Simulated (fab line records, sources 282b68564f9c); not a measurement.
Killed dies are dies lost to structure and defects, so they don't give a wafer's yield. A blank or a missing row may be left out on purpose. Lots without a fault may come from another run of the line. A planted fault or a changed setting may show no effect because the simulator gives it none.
fab line records | flow rit_cmos
record lots=15 wafers=45 last_day=7
route steps=202 shown REOX@101
lots that met no fault: from a run of the same line without faults
start_h: hours from the record's first day to the start of the lot's first wafer shown | wait_h: hours since the lot's step before | " the same as in the row above | L1.1+2: a row that stands for several wafers | - no value, or no start given | * or withheld: withheld | < > ~ a bound
route shown NAME@n: a module of which the file shows steps, and the number in the route of the first | usual: mean/standard deviation of fault-free wafers | same: alike in all rows | chamber/n: place in a boat | sites: the reading at each site | _std_site: their standard deviation | _edge_site: outer sites' mean less inner sites' | radius_mm: how far each site lies from the wafer's centre | mask NAME#n: copy n | behind: the tool/chamber that last shaped the wafer | hold: why the lot was held/for how many hours/how that ended | device: the transistor (n, p or np) that didn't switch | end of line: the same wafers' tests at the end of the route | a step without rows: its recipe alone | killed: dies lost to structure and defects at the first sort, not the wafer's yield | map: a wafer's dies, x killed, . not, _ none there
set.NAME: the setting as run; set.NAME@STEP: as run at that earlier step | model.NAME: the simulator's own value behind a step, which no gauge read
steps of the route over a sample of lots; a table a step, a row a wafer
services: from which hour (start_h, from the record's first day; less than 0 if before it) a tool's chamber was out of use, for how many hours, and why
## steps
# step RIT_REOX_OXIDATION_03
# recipe temp_c=900 ambient=O2 target_thk_a=252 ox_time_s=5580
# usual spike_tc_centre_C=902.4/1.4 spike_tc_load_C=926.9/2 spike_tc_source_C=928.4/1.6 tube_center_temp_C=900/0.076 tube_center_temp_C_max=902.4/0.41 zone_power_centre_pct=46.3/2.4 zone_power_load_pct=25.2/1.2 zone_power_source_pct=26.7/1.3
# columns lot.wafer tool chamber start_h wait_h spike_tc_centre_C spike_tc_load_C spike_tc_source_C tube_center_temp_C tube_center_temp_C_max zone_power_centre_pct zone_power_load_pct zone_power_source_pct
L416.1 furnace-03 0 38.74 0.0 903.0 925.5 927.2 899.85 902.2 44.3 23.7 25.9
L416.5 " 0 " " 901.9 923.4 926.9 899.97 901.9 44.6 23.7 25.4
L416.6 " 0 " " 902.7 924.2 928.1 900.04 902.5 44.2 23.5 26.0
L417.2 furnace-04 0 47.05 1.9 899.0 926.9 929.7 900.11 902.2 48.1 24.9 28.7
L417.3 " 0 " " 901.0 928.4 932.6 900.05 902.4 48.4 25.4 28.6
L417.4 " 0 " " 901.1 928.5 931.1 900.25 902.4 49.2 25.2 28.0
L418.3 furnace-03 0 52.18 0.1 811.5 832.7 835.7 809.62 812.0 39.2 18.6 20.4
L418.4 " 0 " " 813.9 832.7 835.0 809.79 811.7 39.3 18.3 21.0
L418.6 " 0 " " 812.9 831.9 836.4 809.61 811.8 39.8 18.8 20.9
L419.2 furnace-03 0 56.06 0.0 812.4 833.9 835.6 809.7 812.3 40.1 18.9 20.7
L419.3 " 0 " " 813.6 833.6 835.0 809.78 812.0 39.4 19.0 20.6
L419.4 " 0 " " 813.5 832.1 834.8 809.73 811.5 39.6 18.5 20.6
L420.1 furnace-04 0 58.99 0.4 900.5 926.2 929.3 899.97 902.2 49.4 25.4 28.8
L420.2 " 0 " " 901.4 926.8 929.3 899.99 902.1 48.8 25.2 28.7
L420.4 " 0 " " 902.4 927.3 931.8 899.93 901.8 49.6 25.0 27.9
L423.1 furnace-03 0 74.68 0.7 812.7 833.7 836.2 809.75 811.8 39.6 18.7 20.7
L423.3 " 0 " " 812.0 833.2 836.6 809.86 812.7 39.3 18.9 20.4
L423.5 " 0 " " 812.6 832.1 834.6 809.69 812.6 39.7 18.8 20.9
L428.1 furnace-04 0 98.57 0.0 900.1 926.8 928.9 900.08 902.4 49.2 24.9 28.4
L428.2 " 0 " " 901.8 928.0 930.4 900 903.8 48.5 25.5 28.5
L428.3 " 0 " " 902.6 925.7 929.4 899.94 902.2 49.0 25.8 27.7
L429.2 furnace-04 0 103.28 0.0 900.9 924.9 929.4 899.97 902.4 49.5 25.5 27.9
L429.4 " 0 " " 902.1 927.0 930.1 900 902.1 49.0 25.5 28.0
L429.5 " 0 " " 901.1 925.1 928.0 900.02 902.2 49.7 25.3 28.3
L431.1 furnace-04 0 112.70 0.0 900.8 926.2 929.3 899.95 901.9 48.7 25.2 28.5
L431.3 " 0 " " 901.0 927.1 928.2 900.05 902.0 49.2 25.3 27.8
L431.4 " 0 " " 900.8 926.7 928.8 900.11 902.0 48.6 24.8 28.2
L432.1 furnace-01 0 118.95 0.0 903.5 930.3 928.7 900.06 902.4 44.9 27.1 25.6
L432.5 " 0 " " 903.4 928.9 927.7 899.95 901.9 44.0 26.8 25.4
L432.6 " 0 " " 902.6 929.6 928.3 900.04 902.9 43.6 26.6 25.0
L433.2 furnace-01 0 122.81 0.6 903.1 929.4 930.1 899.98 902.6 43.9 26.4 25.2
L433.4 " 0 " " 903.7 928.5 928.5 899.84 902.2 44.0 26.6 24.4
L433.5 " 0 " " 901.7 928.3 927.9 899.97 902.0 44.1 26.5 25.6
L435.1 furnace-01 0 134.24 0.3 903.7 929.8 926.6 900.05 902.6 44.5 27.1 25.3
L435.5 " 0 " " 901.5 928.9 929.6 899.98 902.3 44.8 26.4 25.8
L435.6 " 0 " " 901.2 929.8 927.7 900.07 902.4 44.6 26.6 25.7
L437.1 furnace-03 0 143.82 0.0 902.4 925.8 925.8 900 902.2 44.4 23.2 26.4
L437.2 " 0 " " 903.4 923.4 925.4 900.1 902.7 43.9 23.4 25.7
L437.3 " 0 " " 903.9 925.2 927.8 900.08 902.7 43.9 23.6 25.5
L438.1 furnace-04 0 148.37 0.5 900.3 926.5 928.7 900.04 902.8 49.2 25.0 28.6
L438.2 " 0 " " 901.7 925.4 929.3 899.92 902.7 49.2 25.4 28.4
L438.4 " 0 " " 899.6 926.1 929.8 900.07 902.7 48.2 25.2 28.1
L439.1 furnace-01 0 153.54 1.4 904.5 929.3 928.5 899.86 902.2 44.9 26.7 25.0
L439.4 " 0 " " 902.3 930.4 928.1 899.99 902.5 43.9 26.5 25.6
L439.5 " 0 " " 901.4 929.6 928.9 900.02 902.9 44.1 26.7 25.2
# step RIT_REOX_THK_MEAS_04
# recipe reads=SiO2_of_REOX_OXIDATION_03
# usual REOX_OXIDE_THK=25.5/0.48
# columns lot.wafer tool chamber start_h wait_h REOX_OXIDE_THK[nm]
L416.1 film_metro-04 - 41.29 0.0 25.5
L416.5 " - " " 26.0
L416.6 " - " " 25.5
L417.2 film_metro-03 - 49.61 0.0 25.4
L417.3 " - " " 25.7
L417.4 " - " " 25.4
L418.3 film_metro-03 - 54.75 0.0 9.2
L418.4 " - " " 9.2
L418.6 " - " " 9.0
L419.2 film_metro-01 - 58.62 0.0 9.5
L419.3 " - " " 9.3
L419.4 " - " " 9.3
L420.1 film_metro-01 - 61.54 0.0 26.4
L420.2 " - " " 26.4
L420.4 " - " " 26.2
L423.1 film_metro-03 - 77.23 0.0 8.5
L423.3 " - " " 8.5
L423.5 " - " " 8.5
L428.1 film_metro-01 - 101.12 0.0 25.6
L428.2 " - " " 25.9
L428.3 " - " " 25.2
L429.2 film_metro-03 - 105.84 0.0 25.0
L429.4 " - " " 25.0
L429.5 " - " " 24.9
L431.1 film_metro-04 - 115.25 0.0 25.7
L431.3 " - " " 25.6
L431.4 " - " " 25.7
L432.1 film_metro-04 - 121.50 0.0 25.8
L432.5 " - " " 25.9
L432.6 " - " " 25.2
L433.2 film_metro-04 - 125.37 0.0 25.4
L433.4 " - " " 25.0
L433.5 " - " " 25.2
L435.1 film_metro-01 - 136.79 0.0 25.1
L435.5 " - " " 25.2
L435.6 " - " " 24.8
L437.1 film_metro-04 - 146.37 0.0 24.8
L437.2 " - " " 25.1
L437.3 " - " " 25.0
L438.1 film_metro-03 - 150.92 0.0 25.6
L438.2 " - " " 25.6
L438.4 " - " " 25.5
L439.1 film_metro-01 - 156.09 0.0 25.1
L439.4 " - " " 25.9
L439.5 " - " " 25.8
## services
# columns tool chamber start_h hours kind
furnace-01 - 45.29 4.4 pm
furnace-03 - 132.14 3.3 pm
## key
first_sign step=RIT_REOX_OXIDATION_03 reading=tube_center_temp_C direction=down sigmas=99+ usual=* struck=*
effect step=RIT_REOX_OXIDATION_03 reading=tube_center_temp_C_max direction=down sigmas=99+ usual=* struck=*
effect step=RIT_REOX_THK_MEAS_04 reading=REOX_OXIDE_THK direction=down sigmas=34 usual=25.5 struck=9.0
met_at RIT_REOX_OXIDATION_03
struck_lots L418,L419,L423
tester_left_out L418,L419,L423
fault kind=process_parameter_drift tool=furnace-03 chamber=- onset_h=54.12 steps=RIT_REOX_OXIDATION_03 channel=temp_c offset=* shape=step end_h=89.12 acts_in=* stated=*
# tester_left_out: of these lots the tester's yield and bins aren't shown, on N5 and GAA mostly nor the transistor test; their killed dies are dies lost to structure and defects alone, not to doping, threshold or leakage, so they don't give the yield
